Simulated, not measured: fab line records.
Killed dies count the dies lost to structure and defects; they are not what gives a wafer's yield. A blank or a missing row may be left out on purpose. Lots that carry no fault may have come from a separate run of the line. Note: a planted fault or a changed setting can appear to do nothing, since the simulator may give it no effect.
Check for tools in common -- flow berkeley cmos170 -- Sample size 15 lots and 45 wafers

== WHAT PROMPTED THE OPENING ==
UCB170_PLDD_TW_MEAS_11, reading PLDD_TW: flagged on 3 of 15 lots. No-fault wafers: 1007, standard deviation 9.8.
Rule: a lot gets a flag if all its wafers with a number sit over 4 standard deviations from that mean, or if no wafer of it has a number. All remaining lots are regarded as sound.

lot,measured,on,"PLDD_TW, wafer by wafer",flag
L779,day 7 19:58,film metro-03,1011 1020 1015,
L776,day 7 20:14,film metro-01,1004 996 1003,
L777,day 7 20:49,film metro-01,995 1003 998,
L778,day 7 20:56,film metro-04,1026 1018 1023,
L781,day 8 03:51,film metro-01,991 993 993,
L782,day 8 04:41,film metro-04,1009 1015 1016,
L780,day 8 13:17,film metro-01,990 1000 989,
L786,day 9 01:14,film metro-04,962 965 965,FLAGGED
L788,day 9 16:09,film metro-04,962 960 966,FLAGGED
L791,day 9 16:24,film metro-04,1016 1011 1010,
L789,day 9 17:05,film metro-04,965 962 965,FLAGGED
L796,day 10 23:23,film metro-01,997 996 997,
L795,day 10 23:49,film metro-01,998 995 992,
L799,day 11 14:08,film metro-03,1016 1013 1013,
L797,day 11 14:46,film metro-03,1014 1011 1014,
On average the flagged lots' numbers are 964, which is -43 against the usual, or -4 standard deviations.

== WHICH TOOL RAN EACH LOT ==
The record holds 1 process step before the reading, out of a route of 331 steps. Each cell gives the tool, then ch followed by the chambers the sampled wafers passed through, then the start.
lot,flag,UCB170_PLDD_IMPLANT_08
L779,,"implanter-03 ch 0, day 7 19:35"
L776,,"implanter-02 ch 0, day 7 19:52"
L777,,"implanter-03 ch 0, day 7 20:26"
L778,,"implanter-02 ch 0, day 7 20:33"
L781,,"implanter-01 ch 0, day 8 03:27"
L782,,"implanter-01 ch 0, day 8 04:17"
L780,,"implanter-03 ch 0, day 8 12:55"
L786,FLAGGED,"implanter-01 ch 0, day 9 00:53"
L788,FLAGGED,"implanter-01 ch 0, day 9 15:47"
L791,,"implanter-03 ch 0, day 9 16:00"
L789,FLAGGED,"implanter-01 ch 0, day 9 16:41"
L796,,"implanter-03 ch 0, day 10 22:59"
L795,,"implanter-03 ch 0, day 10 23:27"
L799,,"implanter-03 ch 0, day 11 13:45"
L797,,"implanter-02 ch 0, day 11 14:22"
These steps, and what they do:
- UCB170_PLDD_IMPLANT_08
- UCB170_PLDD_TW_MEAS_11

== FLAGGED OVER TOTAL, TOOL BY TOOL (the gauges that took the reading come last) ==
step,tool,lots run,flagged,share of the flagged lots,sound lots run after its first flagged lot
UCB170_PLDD_IMPLANT_08,implanter-01,5,3,all,0
UCB170_PLDD_IMPLANT_08,implanter-02,3,0,none,-
UCB170_PLDD_IMPLANT_08,implanter-03,7,0,none,-
UCB170_PLDD_TW_MEAS_11,film metro-01,6,0,none,-
UCB170_PLDD_TW_MEAS_11,film metro-03,3,0,none,-
UCB170_PLDD_TW_MEAS_11,film metro-04,6,3,all,1 (L791)

== THE TABLE: WHAT IT ALLOWS ==
implanter-01 at UCB170_PLDD_IMPLANT_08 and film metro-04 at UCB170_PLDD_TW_MEAS_11 are the 2 rows of the table that ran each flagged lot.
- implanter-01 at UCB170_PLDD_IMPLANT_08: 3 of its 5 lots flagged. A fault beginning between L782 (day 8 04:17), its last sound lot, and L786 (day 9 00:53), its first flagged one, fits the data. Its own readings (tilt deg) fall more than 4 standard deviations out on all wafers of the flagged lots.
- film metro-04 at UCB170_PLDD_TW_MEAS_11: 3 of its 6 lots flagged. Lots that were sound ran on it after the first flagged one (L791); a persistent fault on the entire tool would not allow that.
What remains is a single tool, implanter-01 at UCB170_PLDD_IMPLANT_08.

== WHAT THE SIMULATOR HAD INSERTED ==
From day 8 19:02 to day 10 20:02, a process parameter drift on implanter-01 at UCB170_PLDD_IMPLANT_08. Setting tilt deg shifted by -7 from 7. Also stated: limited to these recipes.
Shown lots that were struck: L786, L788, L789. The rule above found the same.
